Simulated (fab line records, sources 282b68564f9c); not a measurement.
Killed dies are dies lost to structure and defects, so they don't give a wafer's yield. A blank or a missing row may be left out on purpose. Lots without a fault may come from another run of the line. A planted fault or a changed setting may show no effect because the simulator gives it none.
Problem report in the 8D (eight disciplines) form, filled by code | flow rit_cmos | the parts of the form that need people (team, actions taken, sign-off) are left out

1. THE PROBLEM
killed_at_front_end at RIT_M1_PROBE_99 reads a mean of 28 on 2 wafers of 2 lots; wafers without a fault read 7 with a standard deviation of 3. That is +7.0 standard deviations from the usual mean.
First seen on wafer L288.6, day 7 15:05, on prober-01. The record holds 42 wafers of 14 lots with a number at this step. Rule for "out", or "out of limits": more than 4 standard deviations from the usual mean. The other wafers with a number count as sound.

2. WHAT IT IS AND WHAT IT IS NOT
question                    | is                               | is not
which readings at this step | killed_at_front_end, killed_dies | killed_at_contacts, killed_open, killed_short
which lots                  | L288, L289                       | L268, L269, L271, L272, L275, L276, L277, L278, L279, L280, L281, L290
which wafers of those lots  | L288.6, L289.2                   | L288.4, L288.5, L289.1, L289.5
read on which tools         | prober-01, prober-02             | -
when                        | from day 7 15:05                 | up to then (35 sound wafers); but 5 sound wafers of L289, L290 came after

3. SUSPECTS, AND WHAT RULES EACH OUT
Counting: a tool at a process step up to the reading stays a suspect if it ran every lot that is out. Sound lots after the first of them don't rule it out here, since some wafers of a struck lot are sound.
- plasma_asher-03 at RIT_ACTIVE_STRIP_14 (strips in O2, time 180 s): kept. It ran every lot that is out, first L288 (day 5 18:54); its last sound lot up to then is L281 (day 4 08:07).
- Within plasma_asher-03 at RIT_ACTIVE_STRIP_14: the wafers that are out ran in chamber 1; their sound lot-mates ran in chamber 0.
Left after counting: plasma_asher-03 at RIT_ACTIVE_STRIP_14.

4. THE CAUSE (what the simulator had put in)
Chamber particle source: plasma_asher-03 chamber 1, from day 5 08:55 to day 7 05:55, at RIT_ACTIVE_STRIP_14. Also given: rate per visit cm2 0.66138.
Counting left only this tool.

5. THE CHAIN OF EFFECTS, in route order
Each row: a reading whose mean over the struck wafers that have a number lies more than 3 standard deviations from the usual. Only readings for which the record gives a usual standard deviation are gone through. hours: the time from each lot's start at the first step in this table that gives one to its start at this step, as a median over the lots. sigmas: the change in usual standard deviations.
hours | step            | reading             | usual | on struck wafers | change | sigmas
0     | RIT_M1_PROBE_99 | killed_at_front_end | 7     | 28               | +21    | +7.0
0     | RIT_M1_PROBE_99 | killed_dies         | 7     | 28               | +21    | +6.8
The process steps in it:
- RIT_M1_PROBE_99

6. WHAT WOULD HAVE CAUGHT IT SOONER
In this record the first reading out of limits was taken at day 7 15:05, 54 hours after the fault began at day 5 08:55.
Of the tool readings at RIT_ACTIVE_STRIP_14 for which the record gives a usual standard deviation, none was out on any struck wafer, so an alarm limit of 4 standard deviations on them would not have fired.
All the lots that are out (2) had begun RIT_ACTIVE_STRIP_14 on plasma_asher-03 by day 7 15:05. A hold on the tool at that time would have spared none of them.
